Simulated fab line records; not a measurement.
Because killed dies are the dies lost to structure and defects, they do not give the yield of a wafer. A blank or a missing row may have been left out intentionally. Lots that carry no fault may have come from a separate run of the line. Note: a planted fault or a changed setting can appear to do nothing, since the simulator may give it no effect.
Which tool was responsible? -- flow ritCmos -- 14 lots, 42 wafers sampled, at 2 steps of a route of 202

WHAT THE GAUGES SHOWED, per wafer
No reading from a measuring or inspecting step in the record can be judged against a usual standard deviation.

WHAT TOOL EACH LOT RAN ON (gives the tool, then ch and the chambers of the sampled wafers, and finally the start)
lot,RIT_PRETRO_SOFTBAKE_02,RIT_M1_PROBE_99
L788,"lithoTrack-03 ch 0, day 2 06:29",-
L789,"lithoTrack-03 ch 0, day 2 11:21",-
L790,"lithoTrack-03 ch 0, day 2 16:53",-
L791,"lithoTrack-03 ch 0, day 2 22:09",-
L792,"lithoTrack-01 ch 0, day 3 02:23",-
L793,"lithoTrack-03 ch 0, day 3 07:05",-
L801,"lithoTrack-01 ch 0, day 4 23:59","prober-02, day 6 04:18"
L802,"lithoTrack-01 ch 0, day 5 05:08",-
L804,"lithoTrack-04 ch 0, day 5 15:13","prober-01, day 6 18:25"
L806,"lithoTrack-01 ch 0, day 6 01:12",-
L807,"lithoTrack-01 ch 0, day 6 06:38","prober-02, day 7 10:10"
L809,"lithoTrack-03 ch 0, day 6 15:48",-
L810,"lithoTrack-04 ch 0, day 6 21:08",-
L811,"lithoTrack-03 ch 0, day 7 02:28",-
- RIT_PRETRO_SOFTBAKE_02: time 60 s.
- RIT_M1_PROBE_99

WHAT THE TOOLS THEMSELVES READ (means of the sampled wafers that have a number; where no wafer has one, the mark that the record gives instead)
RIT_PRETRO_SOFTBAKE_02. Usual: heaterPowerTotalW 34.56 W, standard deviation 0.054; plateTempC 90.01 C, standard deviation 0.13.
lot,tool,heaterPowerTotalW (W),plateTempC (C),flag
L788,lithoTrack-03,34.60,89.97,
L789,lithoTrack-03,34.52,89.95,
L790,lithoTrack-03,34.56,90.09,
L791,lithoTrack-03,35.08,90.96,OFF
L792,lithoTrack-01,34.57,89.86,
L793,lithoTrack-03,35.09,91.00,OFF
L801,lithoTrack-01,34.60,90.00,
L802,lithoTrack-01,34.56,89.92,
L804,lithoTrack-04,34.61,90.12,
L806,lithoTrack-01,34.53,90.11,
L807,lithoTrack-01,34.50,89.92,
L809,lithoTrack-03,34.57,89.98,
L810,lithoTrack-04,34.57,90.12,
L811,lithoTrack-03,34.57,90.06,

RIT_M1_PROBE_99. Usual: killed_at_M0_to_M3 0.0, standard deviation 0.16; killedAtContacts 0.1, standard deviation 0.3; killedAtFrontEnd 7.1, standard deviation 3; killedDies 7.3, standard deviation 3; killedOpen 3.6, standard deviation 2; killedShort 3.5, standard deviation 1.9.
lot,tool,killed_at_M0_to_M3,killedAtContacts,killedAtFrontEnd,killedDies,killedOpen,killedShort,flag
L801,prober-02,0.0,0.3,7.7,8.0,4.0,4.0,
L804,prober-01,0.0,0.0,3.7,3.7,2.0,1.7,
L807,prober-02,0.0,0.7,5.7,6.3,3.3,3.0,

THE ANSWER, worked out from the rows above alone
Rule: take the mean of a lot's wafers that have a number; if it is more than 3 standard deviations from the usual mean, the lot is off. A lot without any number at a reading at which 4 lots or more have one is off too. Where the step has rows for the other lots, those lots are counted as sound. First the gauges in route order, then the tools' own readings, where a lot's mean is used as printed above. At the first step where some lot is off, the reading lying furthest off is the one used; lots without a number count as furthest.
Off: L791, L793 (RIT_PRETRO_SOFTBAKE_02, heaterPowerTotalW).
A tool fits if, at that step or a process step before it, it ran every lot that is off, and no sound lot after the first of them. Of those tried, none fits.

WHAT THE SIMULATOR PUT IN
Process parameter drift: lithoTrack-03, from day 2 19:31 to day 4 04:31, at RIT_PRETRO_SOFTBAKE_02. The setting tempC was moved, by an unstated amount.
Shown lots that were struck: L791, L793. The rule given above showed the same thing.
